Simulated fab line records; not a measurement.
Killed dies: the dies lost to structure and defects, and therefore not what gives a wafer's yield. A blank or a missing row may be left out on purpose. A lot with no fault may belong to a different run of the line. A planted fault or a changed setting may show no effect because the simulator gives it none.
Struck lot and sound lot, side by side || flow berkeleyCmos170 || 43 out of 331 route steps
Sound: the wafers L667.3, L667.4, L667.6. Struck: wafers L684.1, L684.6 (left out: L684.4, a lot-mate that was not struck); the cause follows at the end.
Per side, at each step with rows, come the tool, then ch with its chambers, and then its first start. Under that, the readings that differ: sound wafers || struck wafers || difference of the means || sigmas: that difference in standard deviations of wafers without a fault.
alike: readings whose means differ by less than 2 such deviations, and words and numbers that are the same on both sides. not compared: withheld readings, readings that some wafer has no value for, bounds like >300 that may hide the same value, and numbers for which the record gives no deviation and whose values overlap.
A row with sigmas, a row that says differs or no value, or rows on one side alone: a step with any of these is where the two part. Numbers that don't overlap but have no deviation are shown without sigmas and don't part them. Lack of a reading on every wafer of one side parts them only where that side has two or more wafers.

first, 2 steps without rows for these wafers: UCB170_NWELL_ANNEAL_03 (time 900 s); UCB170_NWELL_CVD_04 (deposits Si3N4 from SiH2Cl2/NH3, target thk 224 nm, time 3360 s).
UCB170_NWELL_THK_MEAS_05:
  sound on filmMetro-04, day 2 20:17; struck on filmMetro-04, day 6 15:35
  alike: NWELL_NITRIDE_THK
then, 6 steps without rows for these wafers: UCB170_NWELL_HMDS_06 (prime time 60 s); UCB170_NWELL_COAT_07 (resist thk 900 nm); UCB170_NWELL_SOFTBAKE_08 (time 60 s); UCB170_NWELL_EXPOSE_09 (exposes mask NWELL, target cd 3000 nm); UCB170_NWELL_PEB_10; UCB170_NWELL_DEVELOP_11 (develop time 45 s).
UCB170_NWELL_OVL_MEAS_12:
  sound on overlay-02, day 2 21:31; struck on overlay-01, day 6 16:29
  alike: NWELL_OVL
UCB170_NWELL_ETCH_13: etches Si3N4 in CH3F/Ar/O2, stops on SiO2, target depth 246.4 nm, time 154 s.
  sound on rieDiel-02 ch 1,3, day 2 21:33; struck on rieDiel-01 ch 1, day 6 16:32
  alike: drypumpMotorCurrentA, oesProductAu, throttleValvePct
  not compared: rfHoursCounterH
after that, 1 step had no rows for these wafers: UCB170_NWELL_IMPLANT_14.
UCB170_NWELL_STRIP_15: strips in O2.
  sound on plasmaAsher-04 ch 0,1, day 2 21:50; struck on plasmaAsher-02 ch 1, day 6 16:47
  alike: drypumpMotorCurrentA, oesProductAu, stripTimeToEndpointS
  not compared: rfHoursCounterH
UCB170_NWELL_TW_MEAS_16:
  sound on filmMetro-04, day 2 21:55; struck on filmMetro-01, day 6 16:53
  alike: NWELL_TW
then, 6 steps without rows for these wafers: UCB170_NWELL_CLEAN_17 (cleans in SPM, time 600 s); UCB170_NWELL_WET_ETCH_18 (etches Si3N4 in H3PO4, time 14400 s); UCB170_NWELL_WET_ETCH_19 (etches SiO2 in BOE, time 22 s); UCB170_PWELL_CLEAN_00 (cleans in SPM, time 600 s); UCB170_PWELL_CLEAN_01 (cleans in dHF, time 60 s); UCB170_PWELL_OXIDATION_02 (target thk 26.4 nm, ox time 1238 s).
UCB170_PWELL_THK_MEAS_03:
  sound on filmMetro-02, day 3 08:41; struck on filmMetro-03, day 7 02:12
  alike: PWELL_OXIDE_THK
then, 2 steps without rows for these wafers: UCB170_PWELL_ANNEAL_04 (time 922 s); UCB170_PWELL_CVD_05 (deposits Si3N4 from SiH2Cl2/NH3, target thk 220 nm, time 3300 s).
UCB170_PWELL_THK_MEAS_06:
  sound on filmMetro-02, day 3 15:35; struck on filmMetro-04, day 7 07:40
  alike: PWELL_NITRIDE_THK
then, 6 steps without rows for these wafers: UCB170_PWELL_HMDS_07 (prime time 60 s); UCB170_PWELL_COAT_08 (resist thk 900 nm); UCB170_PWELL_SOFTBAKE_09 (time 60 s); UCB170_PWELL_EXPOSE_10 (exposes mask PWELL, target cd 3000 nm); UCB170_PWELL_PEB_11; UCB170_PWELL_DEVELOP_12 (develop time 45 s).
UCB170_PWELL_OVL_MEAS_13:
  sound on overlay-02, day 3 16:45; struck on overlay-01, day 7 08:58
  alike: PWELL_OVL
UCB170_PWELL_ETCH_14: etches Si3N4 in CH3F/Ar/O2, stops on SiO2, target depth 242 nm, time 151 s.
  sound on rieDiel-03 ch 0,1,3, day 3 16:46; struck on rieDiel-02 ch 1,3, day 7 09:00
  alike: drypumpMotorCurrentA, oesProductAu, throttleValvePct
  not compared: rfHoursCounterH
after that, 1 step had no rows for these wafers: UCB170_PWELL_IMPLANT_15.
UCB170_PWELL_STRIP_16: strips in O2.
  sound on plasmaAsher-03 ch 0,1, day 3 17:03; struck on plasmaAsher-01 ch 1, day 7 09:15
  alike: drypumpMotorCurrentA, oesProductAu, stripTimeToEndpointS
  not compared: rfHoursCounterH
UCB170_PWELL_TW_MEAS_17:
  sound on filmMetro-04, day 3 17:08; struck on filmMetro-04, day 7 09:21
  alike: PWELL_TW
then, 5 steps without rows for these wafers: UCB170_PWELL_CLEAN_18 (cleans in SPM, time 600 s); UCB170_PWELL_WET_ETCH_19 (etches Si3N4 in H3PO4, time 14400 s); UCB170_PWELL_WET_ETCH_20 (etches SiO2 in BOE, time 22 s); UCB170_WELLDRIVE_CLEAN_00 (cleans in SPM, time 600 s); UCB170_WELLDRIVE_OXIDATION_01 (target thk 199 nm, ox time 9000 s).
UCB170_WELLDRIVE_THK_MEAS_02:
  sound on filmMetro-01, day 4 11:28; struck on filmMetro-03, day 7 18:53
  alike: WELLDRIVE_OXIDE_THK
then, 1 step without rows for these wafers: UCB170_WELLDRIVE_ANNEAL_03 (time 900 s).
-- the record jumps here: 5 days lie between the struck wafers' starts before and after (it left off in module WELLDRIVE and takes up again in module M3, whose first step shown is number 331 of the route) --
UCB170_M3_PROBE_99:
  the record has rows for the struck wafers here (prober-01, day 13 05:02) and none for the sound ones

WHERE THEY PART
Only at UCB170_M3_PROBE_99, within this record.

WHY: the cause the simulator had injected
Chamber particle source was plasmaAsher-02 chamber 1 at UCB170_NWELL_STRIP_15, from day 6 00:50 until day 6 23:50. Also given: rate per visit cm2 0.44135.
